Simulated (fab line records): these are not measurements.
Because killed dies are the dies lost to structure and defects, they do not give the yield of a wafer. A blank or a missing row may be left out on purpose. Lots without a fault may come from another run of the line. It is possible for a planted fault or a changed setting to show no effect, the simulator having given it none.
Which tool was responsible? + flow berkeley-cmos170 + 13 lots, 39 wafers sampled, at 4 steps of a route of 331

WHAT EACH GAUGE READ, for each wafer
UCB170_M3_RS_MEAS_02: measures by four-point-probe. Usual: M3_AL_RS typically reads 0.0323 ohm/sq, with standard deviation 0.00044.
| lot  | measured     | on            | M3_AL_RS (ohm/sq)    | flag |
|------|--------------|---------------|----------------------|------|
| L839 | day 7 23:34  | film-metro-01 | 0.0322 0.0322 0.0326 |      |
| L841 | day 8 11:05  | film-metro-02 | 0.0330 0.0331 0.0333 |      |
| L840 | day 8 16:47  | film-metro-04 | 0.0317 0.0317 0.0319 |      |
| L843 | day 8 23:13  | film-metro-02 | 0.0333 0.0329 0.0324 |      |
| L842 | day 8 23:24  | film-metro-01 | 0.0320 0.0321 0.0320 |      |
| L845 | day 9 19:04  | film-metro-04 | 0.0329 0.0326 0.0330 |      |
| L844 | day 9 19:47  | film-metro-01 | 0.0319 0.0318 0.0319 |      |
| L849 | day 9 23:55  | film-metro-01 | 0.0325 0.0426 0.0324 | OFF  |
| L853 | day 10 13:14 | film-metro-02 | 0.0330 0.0327 0.0332 |      |
| L856 | day 10 21:52 | film-metro-04 | 0.0319 0.0320 0.0318 |      |
| L859 | day 11 17:07 | film-metro-02 | 0.0318 0.0323 0.0324 |      |
| L858 | day 11 17:24 | film-metro-04 | 0.0319 0.0313 0.0318 |      |
| L860 | day 12 02:05 | film-metro-02 | 0.0329 0.0323 0.0324 |      |

UCB170_M3_THK_MEAS_03: measures by xrf. Usual: M3_AL_THK typically reads 896 nm, with standard deviation 11.
| lot  | measured     | on            | M3_AL_THK (nm) | flag |
|------|--------------|---------------|----------------|------|
| L839 | day 7 23:41  | film-metro-01 | 900 904 888    |      |
| L841 | day 8 11:11  | film-metro-02 | 878 874 871    |      |
| L840 | day 8 16:55  | film-metro-04 | 914 912 909    |      |
| L843 | day 8 23:20  | film-metro-02 | 877 877 897    |      |
| L842 | day 8 23:31  | film-metro-01 | 905 901 908    |      |
| L845 | day 9 19:11  | film-metro-04 | 875 881 874    |      |
| L844 | day 9 19:55  | film-metro-01 | 905 909 908    |      |
| L849 | day 10 00:01 | film-metro-01 | 888 683 890    | OFF  |
| L853 | day 10 13:20 | film-metro-02 | 873 883 871    |      |
| L856 | day 10 21:58 | film-metro-04 | 903 894 907    |      |
| L859 | day 11 17:14 | film-metro-02 | 910 897 892    |      |
| L858 | day 11 17:31 | film-metro-04 | 898 910 896    |      |
| L860 | day 12 02:13 | film-metro-02 | 887 901 901    |      |

UCB170_M3_OVL_MEAS_16. Usual: M3_OVL typically reads 1 nm, with standard deviation 5.7.
| lot  | measured     | on         | M3_OVL (nm) | flag |
|------|--------------|------------|-------------|------|
| L839 | day 8 02:47  | overlay-01 | -2 0 3      |      |
| L841 | day 8 14:35  | overlay-01 | -11 -13 -10 |      |
| L840 | day 8 20:11  | overlay-01 | 2 8 10      |      |
| L843 | day 9 01:50  | overlay-01 | 11 5 4      |      |
| L842 | day 9 02:31  | overlay-01 | 10 15 10    |      |
| L845 | day 9 23:01  | overlay-01 | -8 -3 -2    |      |
| L844 | day 9 23:33  | overlay-02 | 8 0 -3      |      |
| L849 | day 10 02:32 | overlay-01 | 3 -2 1      |      |
| L853 | day 10 17:36 | overlay-02 | -4 2 1      |      |
| L856 | day 11 01:21 | overlay-02 | -9 -4 7     |      |
| L859 | day 11 19:52 | overlay-02 | -1 6 7      |      |
| L858 | day 11 20:28 | overlay-02 | 8 4 9       |      |
| L860 | day 12 04:20 | overlay-02 | -2 -4 -3    |      |

WHICH TOOL RAN EACH LOT (tool, then ch and the chambers of the sampled wafers, then the start)
| lot  | UCB170_M3_SPUTTER_01         |
|------|------------------------------|
| L839 | pvd-sputter-04, day 7 23:29  |
| L841 | pvd-sputter-01, day 8 10:59  |
| L840 | pvd-sputter-02, day 8 16:40  |
| L843 | pvd-sputter-01, day 8 23:08  |
| L842 | pvd-sputter-04, day 8 23:16  |
| L845 | pvd-sputter-01, day 9 18:59  |
| L844 | pvd-sputter-02, day 9 19:43  |
| L849 | pvd-sputter-04, day 9 23:47  |
| L853 | pvd-sputter-01, day 10 13:08 |
| L856 | pvd-sputter-02, day 10 21:44 |
| L859 | pvd-sputter-01, day 11 17:02 |
| L858 | pvd-sputter-02, day 11 17:19 |
| L860 | pvd-sputter-01, day 12 02:01 |
- UCB170_M3_SPUTTER_01: material Al, target thk 900 nm, time 120 s.

AS READ BY THE TOOLS THEMSELVES (means over the sampled wafers that have a number; for cases with no such wafer, the mark the record gives instead)
UCB170_M3_SPUTTER_01. Usual: throttle-valve-pct 29.9 %, standard deviation 0.92.
| lot  | tool           | throttle-valve-pct (%) | flag |
|------|----------------|------------------------|------|
| L839 | pvd-sputter-04 | 29.7                   |      |
| L841 | pvd-sputter-01 | 29.6                   |      |
| L840 | pvd-sputter-02 | 30.5                   |      |
| L843 | pvd-sputter-01 | 30.1                   |      |
| L842 | pvd-sputter-04 | 29.5                   |      |
| L845 | pvd-sputter-01 | 30.0                   |      |
| L844 | pvd-sputter-02 | 30.4                   |      |
| L849 | pvd-sputter-04 | 29.7                   |      |
| L853 | pvd-sputter-01 | 30.0                   |      |
| L856 | pvd-sputter-02 | 31.2                   |      |
| L859 | pvd-sputter-01 | 30.0                   |      |
| L858 | pvd-sputter-02 | 30.4                   |      |
| L860 | pvd-sputter-01 | 30.3                   |      |

THE ANSWER, worked out from the rows above alone
Rule: a lot counts as off when the mean over its wafers that have a number is more than 3 standard deviations away from the usual mean. Also off: a lot with no number at a reading for which 4 or more lots have one. Where the step has rows for the other lots, those lots are counted as sound. After the gauges, taken in route order, come the tools' own readings; for these a lot's mean is taken, as printed above. The first step at which some lot is off is used, and at that step the reading that is off furthest; a lot without a number counts as furthest.
Off: L849, at UCB170_M3_RS_MEAS_02 (M3_AL_RS).
A tool fits if, at a process step before that reading, it ran every lot that is off, and no sound lot after the first of them. Gauges at UCB170_M3_RS_MEAS_02: tried the same way as those tools. Undecided on this evidence; 2 tools fit (pvd-sputter-04 at UCB170_M3_SPUTTER_01, film-metro-01 at UCB170_M3_RS_MEAS_02).

WHAT WAS PUT IN BY THE SIMULATOR
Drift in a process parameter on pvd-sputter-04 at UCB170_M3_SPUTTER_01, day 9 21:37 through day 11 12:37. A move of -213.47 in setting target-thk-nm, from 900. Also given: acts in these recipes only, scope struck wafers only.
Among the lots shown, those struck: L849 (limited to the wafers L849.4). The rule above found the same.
